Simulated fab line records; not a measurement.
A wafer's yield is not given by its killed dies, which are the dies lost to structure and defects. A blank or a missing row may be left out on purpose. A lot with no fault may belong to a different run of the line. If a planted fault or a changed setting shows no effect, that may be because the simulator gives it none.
A lot that was struck, set against a sound lot | flow ritCmos | 12 steps out of a route of 202
Sound: the wafers L299.2, L299.4, L299.5. The struck wafers were L309.1, L309.2, L309.5. Last of all comes the cause.
For every step that has rows: the tool of each side, followed by ch and its chambers, followed by its first start. Under that, the readings that differ: sound wafers | struck wafers | difference of the means | sigmas: that difference in standard deviations of wafers without a fault.
alike: same words and numbers on both sides, and readings whose means sit less than 2 such deviations apart. not compared: any withheld reading, any reading some wafer has no value for, any bound like >300 that may hide the same value, and any number with overlapping values for which the record gives no deviation.
A row with sigmas, a row that says differs or no value, or rows on one side alone: a step with any of these is where the two part. Numbers that don't overlap but have no deviation are shown without sigmas and don't part them. Lack of a reading on every wafer of one side parts them only where that side has two or more wafers.

RIT_ACTIVE_BOW_MEAS_00:
  sound on filmMetro-03, day 1 10:01; struck on filmMetro-01, day 3 12:00
  alike: INCOMING_BOW
then, 1 step without rows for these wafers: RIT_ACTIVE_OXIDATION_01 (target thk 46.8 nm, ox time 3360 s).
RIT_ACTIVE_THK_MEAS_02:
  sound on filmMetro-02, day 1 12:22; struck on filmMetro-01, day 3 15:18
  alike: ACTIVE_OXIDE_THK
then, 1 step without rows for these wafers: RIT_ACTIVE_CVD_03 (deposits Si3N4 from SiH2Cl2/NH3, target thk 150 nm, time 1500 s).
RIT_ACTIVE_THK_MEAS_04:
  sound on filmMetro-03, day 1 13:51; struck on filmMetro-02, day 3 16:47
  alike: ACTIVE_NITRIDE_THK
then, 5 steps without rows for these wafers: RIT_ACTIVE_HMDS_05 (prime time 60 s); RIT_ACTIVE_COAT_06 (resist thk 1000 nm); RIT_ACTIVE_SOFTBAKE_07 (time 60 s); RIT_ACTIVE_EXPOSE_08 (exposes mask M1, target cd 1400 nm); RIT_ACTIVE_PEB_09.
RIT_ACTIVE_DEVELOP_10: develop time 50 s.
  sound on lithoTrack-04 ch 0, day 1 14:00; struck on lithoTrack-01, day 3 17:00
  no value came back on the struck wafers for chillPlateTempC (C), developTimeS (s); on the sound wafers chillPlateTempC (C) reads 22.91 23.06 23.03
RIT_ACTIVE_CD_MEAS_11 targets a cd of 1400 nm.
  sound on cdSem-01, day 1 14:54; struck on cdSem-02, day 3 17:41
reading   | sound                | struck | difference                    | sigmas
cdNm (nm) | 1398.1 1398.4 1398.4 | - - -  | no value on the struck wafers | 

## WHERE THEY PART
Last at RIT_ACTIVE_CD_MEAS_11 as far as this record goes, first at RIT_ACTIVE_DEVELOP_10.

WHY: the cause the simulator had injected
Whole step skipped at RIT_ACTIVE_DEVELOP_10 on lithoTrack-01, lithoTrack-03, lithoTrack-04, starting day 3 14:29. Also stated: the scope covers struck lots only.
